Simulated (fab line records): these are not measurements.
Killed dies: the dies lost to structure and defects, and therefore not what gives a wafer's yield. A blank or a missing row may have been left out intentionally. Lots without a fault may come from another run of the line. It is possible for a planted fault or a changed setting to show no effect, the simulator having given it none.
A struck lot beside a sound one :: flow rit-cmos :: 15 steps out of a route of 202
Sound: wafers L586.2, L586.4, L586.6. The struck wafers were L592.2, L592.4, L592.6. Last of all comes the cause.
At each step with rows: each side's tool, then ch and its chambers, then its first start. Under that, the readings that differ: sound wafers :: struck wafers :: difference of the means :: sigmas: that difference in standard deviations of wafers without a fault.
alike: readings with means less than 2 such deviations apart, plus words and numbers identical on both sides. not compared: withheld readings, readings lacking a value on some wafer, bounds such as >300 that could conceal the same value, and numbers that have no deviation in the record and whose values overlap.
A row with sigmas, a row that says differs or no value, or rows on one side alone: a step with any of these is where the two part. Non-overlapping numbers with no deviation appear without sigmas and do not part them. A reading that every wafer of one side lacks parts them only if that side has two wafers or more.

first, 1 step without rows for these wafers: RIT_PRETRO_DEVELOP_05 (develop time 68 s).
RIT_PRETRO_OVL_MEAS_06:
  sound on overlay-01 at day 3 08:42; struck on overlay-01 at day 4 17:13
  alike: PRETRO_OVL
then, 2 steps without rows for these wafers: RIT_PRETRO_HARDBAKE_07 (time 120 s); RIT_PRETRO_IMPLANT_08.
RIT_PRETRO_STRIP_09: strips in O2, time 180 s.
  sound on plasma-asher-01 ch 0,1, day 3 09:08; struck on plasma-asher-02 ch 1, day 4 17:39
reading: drypump-motor-current-A (A)
sound: 6.2 6.3 6.3
struck: 5.4 5.4 5.4
difference: -0.9
sigmas: -2
  not compared: rf-hours-counter-h
RIT_PRETRO_TW_MEAS_10:
  sound on film-metro-03 at day 3 09:19; struck on film-metro-04 at day 4 17:50
  alike: PRETRO_TW
then, 5 steps without rows for these wafers: RIT_GATE_WET_ETCH_00 (etches SiO2 in BOE, target depth 56 nm, time 60 s); RIT_GATE_CLEAN_01 (cleans in SC1, time 581.4 s); RIT_GATE_CLEAN_02 (cleans in dHF, time 30 s); RIT_GATE_CLEAN_03 (cleans in SC2, time 600 s); RIT_GATE_CLEAN_04 (cleans in dHF, time 60 s).
RIT_FOX2_THK_MEAS_91:
  sound on film-metro-04 at day 3 09:59; struck on film-metro-04 at day 4 18:20
  alike: FIELD_OXIDE_LEFT_2_THK
RIT_GATE_OXIDATION_05: target thk 3 nm, ox time 270 s.
  sound on furnace-03 ch 0, day 3 11:11; struck on furnace-02, day 4 20:03
  no value came back on the struck wafers for ox-temp-c (C), ox-temp-c-max, spike-tc-load-C (C); on the sound wafers ox-temp-c (C) reads 900.0 900.2 900.2
then, 2 steps without rows for these wafers: RIT_GATE_ANNEAL_06 (time 600 s); RIT_GATE_CVD_08 (deposits poly-Si from SiH4, target thk 250 nm, time 2220 s).

## WHERE THEY PART
Earliest at RIT_PRETRO_STRIP_09; latest, in this record, at RIT_GATE_OXIDATION_05.

WHY: the cause the simulator had injected
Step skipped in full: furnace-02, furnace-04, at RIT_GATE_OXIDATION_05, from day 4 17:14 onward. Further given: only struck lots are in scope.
